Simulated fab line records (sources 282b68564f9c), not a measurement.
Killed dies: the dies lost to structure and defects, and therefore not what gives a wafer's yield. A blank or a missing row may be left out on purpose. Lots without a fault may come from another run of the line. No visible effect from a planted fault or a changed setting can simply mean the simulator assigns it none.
fab line records -- flow rit-cmos
record lots=14, wafers=42, last-day=7
route steps=202 shown PLDD@120 NSD@141 CONTACT@177 M1@202
lots that met no fault: from a run of the same line without faults
start-h: hours from the record's first day to the start of the lot's first wafer shown -- wait-h: hours since the lot's step before -- " the same as in the row above -- L1.1+2: one row covering several wafers at once -- - value missing, or start not given -- * or withheld: withheld -- < > ~ a bound
route shown NAME@n: names a module that has steps shown in the file, with the first one's number in the route -- usual: average and standard deviation across the fault-free wafers -- same: alike in all rows -- chamber/n: place in a boat -- sites: each site's reading -- _std_site: the values' standard deviation -- _edge_site: outer sites' mean less inner sites' -- radius-mm: how far each site lies from the wafer's centre -- mask NAME#n: copy n -- behind: tool/chamber where the wafer was last shaped -- hold: the reason the lot was held/the length of the hold in hours/how it ended -- device: the transistor (n, p or np) that didn't switch -- end of line: the tests these same wafers got at the end of their route -- a step with no rows: only its recipe -- killed: dies that structure and defects cost at the first sort, which is not the same as the wafer's yield -- map: shows each die of a wafer: x if killed, . if not, _ if none is there
set.NAME: the setting that was run; set.NAME@STEP: the one run at that earlier step -- model.NAME: the simulator's own value behind a step, which no gauge read
steps of the route over a sample of lots; a table a step, a row a wafer
services: the hour from which a tool's chamber was out of use, counted from the record's first day as start-h (under 0 if before that day), plus the number of hours and why
## steps
# step RIT_PLDD_OVL_MEAS_06
# usual PLDD_OVL=-0.1/1.7
lot.wafer,tool,chamber,start-h,wait-h,PLDD_OVL[nm]
L548.1,overlay-02,-,46.99,-,-0.1
L548.2,overlay-02,-,46.99,-,0.4
L548.4,overlay-02,-,46.99,-,0.4
L549.1,overlay-02,-,54.26,-,-4.6
L549.2,overlay-02,-,54.26,-,-4.8
L549.4,overlay-02,-,54.26,-,-2.3
L550.1,overlay-02,-,59.48,-,-0.5
L550.3,overlay-02,-,59.48,-,-0.4
L550.5,overlay-02,-,59.48,-,0.2
L554.2,overlay-01,-,80.50,-,1.6
L554.3,overlay-01,-,80.50,-,-1.9
L554.6,overlay-01,-,80.50,-,0.1
L555.1,overlay-02,-,83.38,-,-0.6
L555.2,overlay-02,-,83.38,-,-1.0
L555.4,overlay-02,-,83.38,-,-1.7
L556.1,overlay-01,-,87.22,-,0.5
L556.3,overlay-01,-,87.22,-,-0.6
L556.6,overlay-01,-,87.22,-,-0.6
L557.1,overlay-01,-,93.80,-,1.7
L557.3,overlay-01,-,93.80,-,-0.4
L557.4,overlay-01,-,93.80,-,1.5
L559.1,overlay-01,-,103.09,-,2.0
L559.5,overlay-01,-,103.09,-,1.9
L559.6,overlay-01,-,103.09,-,1.1
L560.3,overlay-01,-,107.93,-,2.0
L560.4,overlay-01,-,107.93,-,1.8
L560.5,overlay-01,-,107.93,-,2.0
L561.3,overlay-02,-,114.62,-,0.1
L561.4,overlay-02,-,114.62,-,-0.9
L561.6,overlay-02,-,114.62,-,-1.2
L563.1,overlay-01,-,124.95,-,0.3
L563.2,overlay-01,-,124.95,-,-0.3
L563.5,overlay-01,-,124.95,-,0.8
L564.2,overlay-01,-,130.47,-,1.3
L564.5,overlay-01,-,130.47,-,0.3
L564.6,overlay-01,-,130.47,-,3.4
L567.1,overlay-01,-,151.63,-,-1.3
L567.3,overlay-01,-,151.63,-,-1.1
L567.6,overlay-01,-,151.63,-,-1.2
L568.1,overlay-02,-,151.93,-,2.1
L568.4,overlay-02,-,151.93,-,3.1
L568.6,overlay-02,-,151.93,-,1.7
# step RIT_NSD_TW_MEAS_10
# usual NSD_TW=3128/29
lot.wafer,tool,chamber,start-h,wait-h,NSD_TW
L548.1,film-metro-03,-,52.69,0.1,3126
L548.2,film-metro-03,-,52.69,0.1,3109
L548.4,film-metro-03,-,52.69,0.1,3117
L549.1,film-metro-03,-,58.68,0.1,3132
L549.2,film-metro-03,-,58.68,0.1,3126
L549.4,film-metro-03,-,58.68,0.1,3135
L550.1,film-metro-03,-,63.93,0.1,3134
L550.3,film-metro-03,-,63.93,0.1,3133
L550.5,film-metro-03,-,63.93,0.1,3116
L554.2,film-metro-02,-,85.27,0.1,3156
L554.3,film-metro-02,-,85.27,0.1,3162
L554.6,film-metro-02,-,85.27,0.1,3167
L555.1,film-metro-02,-,87.98,0.1,3147
L555.2,film-metro-02,-,87.98,0.1,3146
L555.4,film-metro-02,-,87.98,0.1,3135
L556.1,film-metro-02,-,92.00,0.1,3159
L556.3,film-metro-02,-,92.00,0.1,3149
L556.6,film-metro-02,-,92.00,0.1,3150
L557.1,film-metro-01,-,98.23,0.1,3082
L557.3,film-metro-01,-,98.23,0.1,3085
L557.4,film-metro-01,-,98.23,0.1,3071
L559.1,film-metro-03,-,107.58,0.1,3118
L559.5,film-metro-03,-,107.58,0.1,3095
L559.6,film-metro-03,-,107.58,0.1,3121
L560.3,film-metro-03,-,112.55,0.1,3117
L560.4,film-metro-03,-,112.55,0.1,3105
L560.5,film-metro-03,-,112.55,0.1,3109
L561.3,film-metro-01,-,119.38,0.1,3093
L561.4,film-metro-01,-,119.38,0.1,3079
L561.6,film-metro-01,-,119.38,0.1,3064
L563.1,film-metro-02,-,129.55,0.1,3151
L563.2,film-metro-02,-,129.55,0.1,3136
L563.5,film-metro-02,-,129.55,0.1,3138
L564.2,film-metro-03,-,135.02,0.1,3136
L564.5,film-metro-03,-,135.02,0.1,3135
L564.6,film-metro-03,-,135.02,0.1,3160
L567.1,film-metro-01,-,156.18,0.1,3088
L567.3,film-metro-01,-,156.18,0.1,3093
L567.6,film-metro-01,-,156.18,0.1,3098
L568.1,film-metro-02,-,156.48,0.1,3154
L568.4,film-metro-02,-,156.48,0.1,3155
L568.6,film-metro-02,-,156.48,0.1,3165
# step RIT_CONTACT_OVL_MEAS_09
# usual CONTACT_OVL=1.5/1.5
lot.wafer,tool,chamber,start-h,wait-h,CONTACT_OVL[nm]
L548.1,overlay-02,-,57.43,0.1,1.9
L548.2,overlay-02,-,57.43,0.1,0.8
L548.4,overlay-02,-,57.43,0.1,2.0
L549.1,overlay-02,-,63.34,0.1,0.3
L549.2,overlay-02,-,63.34,0.1,0.7
L549.4,overlay-02,-,63.34,0.1,0.7
L550.1,overlay-01,-,68.25,0.1,1.5
L550.3,overlay-01,-,68.25,0.1,4.7
L550.5,overlay-01,-,68.25,0.1,2.1
L554.2,overlay-02,-,89.53,0.1,0.5
L554.3,overlay-02,-,89.53,0.1,-1.0
L554.6,overlay-02,-,89.53,0.1,0.7
L555.1,overlay-02,-,92.10,0.1,1.5
L555.2,overlay-02,-,92.10,0.1,0.9
L555.4,overlay-02,-,92.10,0.1,0.9
L556.1,overlay-02,-,96.48,0.1,1.3
L556.3,overlay-02,-,96.48,0.1,1.1
L556.6,overlay-02,-,96.48,0.1,1.4
L557.1,overlay-02,-,102.42,0.1,-0.2
L557.3,overlay-02,-,102.42,0.1,0.5
L557.4,overlay-02,-,102.42,0.1,0.7
L559.1,overlay-01,-,111.85,0.1,4.8
L559.5,overlay-01,-,111.85,0.1,4.7
L559.6,overlay-01,-,111.85,0.1,4.4
L560.3,overlay-01,-,116.77,0.1,-0.1
L560.4,overlay-01,-,116.77,0.1,2.0
L560.5,overlay-01,-,116.77,0.1,0.0
L561.3,overlay-02,-,123.60,0.1,-0.4
L561.4,overlay-02,-,123.60,0.1,0.3
L561.6,overlay-02,-,123.60,0.1,0.1
L563.1,overlay-01,-,133.78,0.1,3.2
L563.2,overlay-01,-,133.78,0.1,3.0
L563.5,overlay-01,-,133.78,0.1,3.4
L564.2,overlay-02,-,139.27,0.1,0.9
L564.5,overlay-02,-,139.27,0.1,0.0
L564.6,overlay-02,-,139.27,0.1,-2.7
L567.1,overlay-02,-,160.48,0.1,0.7
L567.3,overlay-02,-,160.48,0.1,-0.4
L567.6,overlay-02,-,160.48,0.1,1.6
L568.1,overlay-01,-,160.72,0.1,1.6
L568.4,overlay-01,-,160.72,0.1,3.1
L568.6,overlay-01,-,160.72,0.1,2.8
# step RIT_CONTACT_STRIP_12
# recipe chemistry=O2, time-s=180, resist=NOVOLAK, platen-temp-c=withheld, power-w=500, pressure-mtorr=4000, o2-flow-sccm=4000
# usual drypump-motor-current-A=5.93/0.27
lot.wafer,tool,chamber,start-h,wait-h,drypump-motor-current-A,rf-hours-counter-h
L548.1,plasma-asher-02,0,57.81,0.1,5.39,42
L548.2,plasma-asher-02,1,57.81,0.1,6.14,42
L548.4,plasma-asher-02,1,57.81,0.1,6.10,-
L549.1,plasma-asher-02,1,63.72,0.1,6.17,43
L549.2,plasma-asher-02,0,63.72,0.1,5.41,43
L549.4,plasma-asher-02,0,63.72,0.1,5.42,-
L550.1,plasma-asher-02,1,68.63,0.1,6.17,43
L550.3,plasma-asher-02,1,68.63,0.1,6.14,-
L550.5,plasma-asher-02,0,68.63,0.1,5.45,-
L554.2,plasma-asher-01,1,89.90,0.1,5.93,47
L554.3,plasma-asher-01,1,89.90,0.1,5.91,-
L554.6,plasma-asher-01,0,89.90,0.1,5.82,-
L555.1,plasma-asher-02,0,92.61,0.1,5.41,46
L555.2,plasma-asher-02,1,92.61,0.1,6.18,46
L555.4,plasma-asher-02,0,92.61,0.1,5.41,-
L556.1,plasma-asher-02,0,96.86,0.1,5.41,46
L556.3,plasma-asher-02,1,96.86,0.1,6.12,-
L556.6,plasma-asher-02,1,96.86,0.1,6.13,-
L557.1,plasma-asher-03,0,102.80,0.1,6.14,46
L557.3,plasma-asher-03,0,102.80,0.1,6.14,-
L557.4,plasma-asher-03,1,102.80,0.1,5.99,-
L559.1,plasma-asher-03,0,112.23,0.1,6.14,47
L559.5,plasma-asher-03,0,112.23,0.1,6.16,-
L559.6,plasma-asher-03,1,112.23,0.1,5.98,-
L560.3,plasma-asher-01,1,117.20,0.2,5.90,-
L560.4,plasma-asher-01,0,117.20,0.2,5.78,-
L560.5,plasma-asher-01,0,117.20,0.2,5.81,-
L561.3,plasma-asher-03,0,124.03,0.2,6.17,-
L561.4,plasma-asher-03,1,124.03,0.2,6.00,-
L561.6,plasma-asher-03,1,124.03,0.2,5.99,-
L563.1,plasma-asher-03,1,134.18,0.1,6.00,50
L563.2,plasma-asher-03,0,134.18,0.1,6.12,50
L563.5,plasma-asher-03,1,134.18,0.1,5.96,-
L564.2,plasma-asher-01,0,139.64,0.1,5.80,52
L564.5,plasma-asher-01,1,139.64,0.1,5.91,-
L564.6,plasma-asher-01,0,139.64,0.1,5.82,-
L567.1,plasma-asher-03,1,160.86,0.1,5.99,52
L567.3,plasma-asher-03,1,160.86,0.1,5.98,-
L567.6,plasma-asher-03,1,160.86,0.1,6.00,-
L568.1,plasma-asher-01,1,161.10,0.1,5.91,54
L568.4,plasma-asher-01,0,161.10,0.1,5.82,-
L568.6,plasma-asher-01,1,161.10,0.1,5.90,-
# step RIT_M1_PROBE_99
# usual killed_at_M0_to_M3=0.0/0.19, killed-at-contacts=0.1/0.27, killed-at-front-end=6.4/2.9, killed-dies=6.5/3, killed-open=3.3/1.9, killed-short=3.2/1.7
# same gross-dies=264, killed_at_M4_up=0, killed-at-back-side=0, killed-at-other=0
lot.wafer,tool,chamber,start-h,wait-h,killed_at_M0_to_M3,killed-at-contacts,killed-at-front-end,killed-dies,killed-open,killed-short
L548.1,prober-01,-,63.60,0.1,0,0,4,4,4,0
L548.2,prober-01,-,63.65,0.1,0,0,11,11,5,6
L548.4,prober-01,-,63.75,0.2,0,0,7,7,5,2
L549.1,prober-02,-,68.58,0.1,0,0,3,3,0,3
L549.2,prober-02,-,68.63,0.1,0,0,10,10,7,3
L549.4,prober-02,-,68.73,0.2,0,0,9,9,4,5
L550.1,prober-01,-,73.49,0.1,0,0,8,8,6,2
L550.3,prober-01,-,73.59,0.2,0,1,3,4,4,0
L550.5,prober-01,-,73.69,0.2,0,0,3,3,1,2
L554.2,prober-01,-,94.93,0.1,0,0,2,2,2,0
L554.3,prober-01,-,94.98,0.2,0,0,7,7,3,4
L554.6,prober-01,-,95.13,0.2,0,0,6,6,3,3
L555.1,prober-02,-,98.67,0.1,0,28,5,33,3,2
L555.2,prober-02,-,98.72,0.1,0,25,3,28,1,2
L555.4,prober-02,-,98.82,0.2,0,31,8,39,3,5
L556.1,prober-01,-,101.55,0.1,0,26,5,31,3,2
L556.3,prober-01,-,101.65,0.2,0,23,4,27,2,2
L556.6,prober-01,-,101.80,0.2,0,23,4,27,2,2
L557.1,prober-02,-,108.58,0.1,0,0,1,1,1,0
L557.3,prober-02,-,108.68,0.2,0,0,7,7,4,3
L557.4,prober-02,-,108.73,0.2,0,0,6,6,3,3
L559.1,prober-02,-,118.84,0.1,0,0,10,10,6,4
L559.5,prober-02,-,119.04,0.2,0,1,10,11,6,5
L559.6,prober-02,-,119.09,0.2,0,0,12,12,6,6
L560.3,prober-01,-,125.42,0.2,0,0,6,6,4,2
L560.4,prober-01,-,125.47,0.2,0,0,7,7,1,6
L560.5,prober-01,-,125.52,0.2,0,0,5,5,2,3
L561.3,prober-02,-,128.74,0.2,0,0,5,5,3,2
L561.4,prober-02,-,128.79,0.2,0,0,10,10,5,5
L561.6,prober-02,-,128.89,0.2,0,0,1,1,1,0
L563.1,prober-02,-,141.31,0.1,0,0,2,2,0,2
L563.2,prober-02,-,141.36,0.1,0,0,10,10,5,5
L563.5,prober-02,-,141.51,0.2,0,0,2,2,1,1
L564.2,prober-01,-,144.65,0.1,0,0,11,11,7,4
L564.5,prober-01,-,144.80,0.2,0,1,6,7,4,3
L564.6,prober-01,-,144.85,0.2,0,0,8,8,4,4
L567.1,prober-02,-,165.68,0.1,0,0,6,6,2,4
L567.3,prober-02,-,165.78,0.2,0,0,5,5,1,4
L567.6,prober-02,-,165.93,0.2,0,0,6,6,4,2
L568.1,prober-01,-,166.37,0.1,2,0,9,11,5,5
L568.4,prober-01,-,166.52,0.2,0,0,6,6,3,3
L568.6,prober-01,-,166.62,0.2,0,0,9,9,5,4
# killed by level:class
L548.1 FOX2:geometric-particle:open=2 GATE:geometric-particle:open=1 REOX:geometric-particle:open=1
L548.2 GATE:geometric-particle:short=2 GATE:geometric-particle:open=2 REOX:geometric-particle:short=2 FOX1:geometric-particle:open=1 FOX2:geometric-particle:short=1 REOX:geometric-particle:open=1 SPACER:geometric-particle:open=1 SILICIDE:geometric-particle:short=1
L548.4 GATE:geometric-particle:open=3 REOX:geometric-particle:open=2 FOX1:geometric-particle:short=1 SILICIDE:geometric-particle:short=1
L549.1 GATE:geometric-particle:short=2 REOX:geometric-particle:short=1
L549.2 GATE:geometric-particle:open=3 REOX:geometric-particle:short=2 REOX:geometric-particle:open=2 FOX2:geometric-particle:open=1 GATE:geometric-particle:short=1 SILICIDE:geometric-particle:open=1
L549.4 GATE:geometric-particle:short=3 FOX2:geometric-particle:open=2 SILICIDE:geometric-particle:short=2 REOX:geometric-particle:open=1 SILICIDE:geometric-particle:open=1
L550.1 GATE:geometric-particle:open=4 FOX1:geometric-particle:open=2 ACTIVE:geometric-particle:short=1 REOX:geometric-particle:short=1
L550.3 GATE:geometric-particle:open=2 FOX1:geometric-particle:open=1 CONTACT:geometric-particle:open=1
L550.5 GATE:geometric-particle:short=1 GATE:geometric-particle:open=1 SILICIDE:geometric-particle:short=1
L554.2 FOX1:geometric-particle:open=1 REOX:geometric-particle:open=1
L554.3 FOX1:geometric-particle:open=2 SPACER:geometric-particle:short=2 FOX2:geometric-particle:short=1 REOX:geometric-particle:open=1 SILICIDE:geometric-particle:short=1
L554.6 REOX:geometric-particle:short=2 GATE:geometric-particle:short=1 GATE:geometric-particle:open=1 REOX:geometric-particle:open=1 SPACER:geometric-particle:open=1
L555.1 CONTACT:unspecified=28 GATE:geometric-particle:open=1 REOX:geometric-particle:short=1 REOX:geometric-particle:open=1 SILICIDE:geometric-particle:short=1 SILICIDE:geometric-particle:open=1
L555.2 CONTACT:unspecified=25 REOX:geometric-particle:short=1 SPACER:geometric-particle:open=1 SILICIDE:geometric-particle:short=1
L555.4 CONTACT:unspecified=31 GATE:geometric-particle:short=3 REOX:geometric-particle:open=2 REOX:geometric-particle:short=2 GATE:geometric-particle:open=1
L556.1 CONTACT:unspecified=26 SILICIDE:geometric-particle:open=3 SILICIDE:geometric-particle:short=2
L556.3 CONTACT:unspecified=23 FOX1:geometric-particle:open=1 GATE:geometric-particle:short=1 SPACER:geometric-particle:short=1 SPACER:geometric-particle:open=1
L556.6 CONTACT:unspecified=23 GATE:geometric-particle:short=2 FOX1:geometric-particle:open=1 GATE:geometric-particle:open=1
L557.1 GATE:geometric-particle:open=1
L557.3 GATE:geometric-particle:open=2 GATE:geometric-particle:short=2 REOX:geometric-particle:open=1 REOX:geometric-particle:short=1 SILICIDE:geometric-particle:open=1
L557.4 FOX1:geometric-particle:open=1 GATE:geometric-particle:open=1 GATE:geometric-particle:short=1 REOX:geometric-particle:short=1 SPACER:geometric-particle:short=1 SILICIDE:geometric-particle:open=1
L559.1 FOX1:geometric-particle:short=2 GATE:geometric-particle:open=2 REOX:geometric-particle:open=2 FOX1:geometric-particle:open=1 GATE:geometric-particle:short=1 REOX:geometric-particle:short=1 SPACER:geometric-particle:open=1
L559.5 FOX1:geometric-particle:open=3 GATE:geometric-particle:short=3 GATE:geometric-particle:open=1 REOX:geometric-particle:open=1 REOX:geometric-particle:short=1 SPACER:geometric-particle:short=1 CONTACT:geometric-particle:open=1
L559.6 GATE:geometric-particle:short=2 GATE:geometric-particle:open=2 SILICIDE:geometric-particle:short=2 FOX1:geometric-particle:open=1 FOX1:geometric-particle:short=1 FOX2:geometric-particle:open=1 REOX:geometric-particle:short=1 SPACER:geometric-particle:open=1
L560.3 GATE:geometric-particle:open=3 GATE:geometric-particle:short=1 REOX:geometric-particle:short=1 REOX:geometric-particle:open=1
L560.4 SPACER:geometric-particle:short=3 ACTIVE:geometric-particle:short=1 GATE:geometric-particle:short=1 GATE:geometric-particle:open=1 SILICIDE:geometric-particle:short=1
L560.5 REOX:geometric-particle:short=2 FOX1:geometric-particle:open=1 FOX1:geometric-particle:short=1 GATE:geometric-particle:open=1
L561.3 SILICIDE:geometric-particle:open=2 FOX2:geometric-particle:short=1 GATE:geometric-particle:open=1 REOX:geometric-particle:short=1
L561.4 FOX2:geometric-particle:open=3 FOX2:geometric-particle:short=3 SPACER:geometric-particle:open=2 FOX1:geometric-particle:short=1 SILICIDE:geometric-particle:short=1
L561.6 GATE:geometric-particle:open=1
L563.1 GATE:geometric-particle:short=1 SPACER:geometric-particle:short=1
L563.2 GATE:geometric-particle:short=3 REOX:geometric-particle:short=2 FOX1:geometric-particle:open=1 FOX2:geometric-particle:open=1 REOX:geometric-particle:open=1 SPACER:geometric-particle:open=1 SILICIDE:geometric-particle:open=1
L563.5 GATE:geometric-particle:open=1 GATE:geometric-particle:short=1
L564.2 GATE:geometric-particle:open=4 GATE:geometric-particle:short=3 REOX:geometric-particle:open=3 SPACER:geometric-particle:short=1
L564.5 SPACER:geometric-particle:open=4 SPACER:geometric-particle:short=2 CONTACT:geometric-particle:short=1
L564.6 GATE:geometric-particle:open=2 FOX1:geometric-particle:open=1 FOX1:geometric-particle:short=1 FOX2:geometric-particle:open=1 FOX2:geometric-particle:short=1 GATE:geometric-particle:short=1 SILICIDE:geometric-particle:short=1
L567.1 GATE:geometric-particle:short=2 REOX:geometric-particle:short=2 FOX1:geometric-particle:open=1 SILICIDE:geometric-particle:open=1
L567.3 GATE:geometric-particle:short=3 FOX2:geometric-particle:open=1 SPACER:geometric-particle:short=1
L567.6 GATE:geometric-particle:open=2 REOX:geometric-particle:open=2 FOX1:geometric-particle:short=1 GATE:geometric-particle:short=1
L568.1 FOX2:geometric-particle:open=2 GATE:geometric-particle:short=2 FOX1:geometric-particle:open=1 FOX1:geometric-particle:short=1 FOX2:geometric-particle:short=1 GATE:geometric-particle:open=1 SPACER:geometric-particle:open=1 M1:geometric-particle:short=1
L568.4 GATE:geometric-particle:open=2 GATE:geometric-particle:short=1 REOX:geometric-particle:short=1 REOX:geometric-particle:open=1 SILICIDE:geometric-particle:short=1
L568.6 GATE:geometric-particle:open=2 GATE:geometric-particle:short=2 FOX2:geometric-particle:open=1 SPACER:geometric-particle:short=1 SPACER:geometric-particle:open=1 SILICIDE:geometric-particle:short=1 SILICIDE:geometric-particle:open=1
## services
tool,chamber,start-h,hours,kind
plasma-asher-02,-,108.75,9.0,pm
plasma-asher-02,0,108.75,9.0,vent-cycle
plasma-asher-02,1,108.75,9.0,vent-cycle
plasma-asher-02,0,117.75,-,clean
plasma-asher-02,1,117.75,-,clean
plasma-asher-01,-,144.01,10.0,pm
## key
first-sign step=RIT_M1_PROBE_99, reading=killed-at-contacts, direction=up, sigmas=26, usual=0.1, struck=26
effect step=RIT_M1_PROBE_99, reading=killed-dies, direction=up, sigmas=8.2, usual=6.5, struck=30.8
met-at RIT_CONTACT_STRIP_12
struck-lots L555,L556
tester-left-out L555,L556
not-acting-at RIT_PLDD_OVL_MEAS_06,RIT_NSD_TW_MEAS_10,RIT_CONTACT_OVL_MEAS_09
onset-between 68.63 92.61
earlier-fault kind=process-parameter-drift, tool=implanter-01, chamber=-, onset-h=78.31, steps=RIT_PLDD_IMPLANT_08, channel=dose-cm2, offset=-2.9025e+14, shape=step, end-h=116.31, acts-in=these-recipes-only, stated=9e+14
fault kind=chamber-particle-source, tool=plasma-asher-02, chamber=-, onset-h=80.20, steps=RIT_CONTACT_STRIP_12, rate-per-visit-cm2=0.75676
# tester-left-out: of these lots the tester's yield and bins aren't shown, on N5 and GAA mostly nor the transistor test; their killed dies are dies lost to structure and defects alone, not to doping, threshold or leakage, so they don't give the yield
